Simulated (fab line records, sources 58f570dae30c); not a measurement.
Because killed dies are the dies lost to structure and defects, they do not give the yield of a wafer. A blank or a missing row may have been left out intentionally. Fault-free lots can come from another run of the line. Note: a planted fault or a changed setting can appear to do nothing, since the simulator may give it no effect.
Split-lot trial + flow berkeleyCmos170 + route with 331 steps; 5 lots, 27 wafers read

## SPLIT DETAILS
At UCB170_CONTACT_ETCH_18 (etches PSG in CHF3/CF4/Ar, stops on TiSi2, target depth 840 nm, time 195 s), the setting timeS was moved away from the recipe's 195 s on 12 of the 27 wafers read, by -47.3% to -19.0%. For the rest of the wafers, this setting stayed at what the recipe calls for.

The split's own step is where the reading is taken.

## THE READING
oesProductAu, in a.u., at UCB170_CONTACT_ETCH_18 (etches PSG in CHF3/CF4/Ar, stops on TiSi2, target depth 840 nm, time 195 s). A value of 0.899 a.u. with a standard deviation of 0.015 a.u. is what fault-free wafers of this fab line usually give.

| wafer  | tool, chamber at the split | timeS as run, s | against the recipe | oesProductAu, a.u. | against lot-mates on the recipe |
|--------|----------------------------|-----------------|--------------------|--------------------|---------------------------------|
| L074.1 | rieDiel-03, 2              | 158             | -19.0%             | 1.008              | +0.109                          |
| L074.2 | rieDiel-03, 0              | 158             | -19.0%             | 1.007              | +0.108                          |
| L074.3 | rieDiel-03, 1              | 195             | recipe             | 0.896              | -                               |
| L074.4 | rieDiel-03, 3              | 195             | recipe             | 0.896              | -                               |
| L074.5 | rieDiel-03, 3              | 158             | -19.0%             | 0.999              | +0.100                          |
| L074.6 | rieDiel-03, 0              | 195             | recipe             | 0.906              | -                               |
| L075.1 | rieDiel-02, 0              | 195             | recipe             | 0.861              | -                               |
| L075.2 | rieDiel-02, 1              | 129.4           | -33.6%             | 1.020              | +0.131                          |
| L075.3 | rieDiel-02, 3              | 195             | recipe             | 0.886              | -                               |
| L075.4 | rieDiel-02, 1              | 195             | recipe             | 0.919              | -                               |
| L075.5 | rieDiel-02, 0              | 129.4           | -33.6%             | 0.955              | +0.066                          |
| L075.6 | rieDiel-02, 3              | 129.4           | -33.6%             | 0.989              | +0.100                          |
| L076.1 | rieDiel-03, 0              | 132.8           | -31.9%             | 1.003              | +0.093                          |
| L076.2 | rieDiel-03, 2              | 195             | recipe             | 0.914              | -                               |
| L076.3 | rieDiel-03, 3              | 132.8           | -31.9%             | 0.997              | +0.087                          |
| L076.4 | rieDiel-03, 1              | 132.8           | -31.9%             | 0.991              | +0.081                          |
| L076.5 | rieDiel-03, 3              | 195             | recipe             | 0.906              | -                               |
| L076.6 | rieDiel-03, 0              | 195             | recipe             | 0.910              | -                               |
| L084.1 | rieDiel-02, 0              | 195             | recipe             | 0.865              | -                               |
| L084.4 | rieDiel-02, 3              | 195             | recipe             | 0.892              | -                               |
| L084.5 | rieDiel-02, 1              | 195             | recipe             | 0.917              | -                               |
| L083.1 | rieDiel-02, 0              | 195             | recipe             | 0.874              | -                               |
| L083.2 | rieDiel-02, 3              | 102.8           | -47.3%             | 0.987              | +0.096                          |
| L083.3 | rieDiel-02, 2              | 195             | recipe             | 0.903              | -                               |
| L083.4 | rieDiel-02, 1              | 102.8           | -47.3%             | 1.031              | +0.140                          |
| L083.5 | rieDiel-02, 3              | 102.8           | -47.3%             | 0.987              | +0.096                          |
| L083.6 | rieDiel-02, 2              | 195             | recipe             | 0.897              | -                               |

THE FIT
A straight line over all 27 wafers: oesProductAu changes by -0.00263 a.u. for each +1% of timeS; r = -0.87; the points scatter about the line by 0.028 a.u.
The same after taking each lot's own level away (the mean of its wafers on the recipe; 27 wafers): -0.00265 a.u. for each +1%; r = -0.89; scatter 0.026 a.u.
The reading moves by 0.13 a.u. for the largest change in timeS, on that fit.
Measured against the standard deviation above, the lots' own levels, which go from 0.8887 to 0.9100 a.u., span 1.4 times it.
The two slopes agree, so the slope changes little with the lot-to-lot level.
Check: for one of the wafers moved furthest among these (-47.3%), held out of the fit, the line's prediction against its lot-mates is +0.138 a.u. It came out at +0.0957 a.u. against them.
Tool readings at the split's step, against how far the setting was moved: oesProductAu r = -0.87.

## FURTHER SPLITS ON THESE WAFERS
Note: prior to the reading, these wafers also went through further splits. Each is held against what the fit with the lots' levels taken away leaves over:
| other split on the same wafers         | wafers away from the commonest value | r with oesProductAu (lot level and that fit taken away) |
|----------------------------------------|--------------------------------------|---------------------------------------------------------|
| UCB170_ZERO_ETCH_06 targetDepthA       | 9                                    | +0.06                                                   |
| UCB170_ACTIVE_OXIDATION_02 oxTimeS     | 12                                   | -0.41                                                   |
| UCB170_SCREENOX_OXIDATION_01 oxTimeS   | 12                                   | -0.10                                                   |
| UCB170_SPACER_ETCHBACK_03 targetDepthA | 12                                   | +0.17                                                   |
| UCB170_SILICIDE_SPUTTER_01 timeS       | 9                                    | -0.08                                                   |

## THE WHOLE CHAIN: every reading that the file lists as answering this split, in the file's order
| step                   | what it does                                                               | reading                                                                       | change (the file's fit)                   | r (the file's) |
|------------------------|----------------------------------------------------------------------------|-------------------------------------------------------------------------------|-------------------------------------------|----------------|
| UCB170_CONTACT_ETCH_18 | etches PSG in CHF3/CF4/Ar, stops on TiSi2, target depth 840 nm, time 195 s | oesProductAu                                                                  | -0.00281 a.u. for each +1% of the setting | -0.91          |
| UCB170_CONTACT_ETCH_18 | etches PSG in CHF3/CF4/Ar, stops on TiSi2, target depth 840 nm, time 195 s | etch.depthNm (the simulator's own value, which no gauge read)                 | +4.73 nm for each +1% of the setting      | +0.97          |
| UCB170_CONTACT_ETCH_18 | etches PSG in CHF3/CF4/Ar, stops on TiSi2, target depth 840 nm, time 195 s | CONTACT.featureDepthNm (the simulator's own value, which no gauge read)       | +4.73 nm for each +1% of the setting      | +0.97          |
| UCB170_CONTACT_ETCH_18 | etches PSG in CHF3/CF4/Ar, stops on TiSi2, target depth 840 nm, time 195 s | KrF_of_CONTACT_COAT_10.thkNm (the simulator's own value, which no gauge read) | -1.88 nm for each +1% of the setting      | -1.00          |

## THE FILE'S OWN FIT
oesProductAu changes by -0.00281 a.u. for each +1% of timeS, r = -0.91.
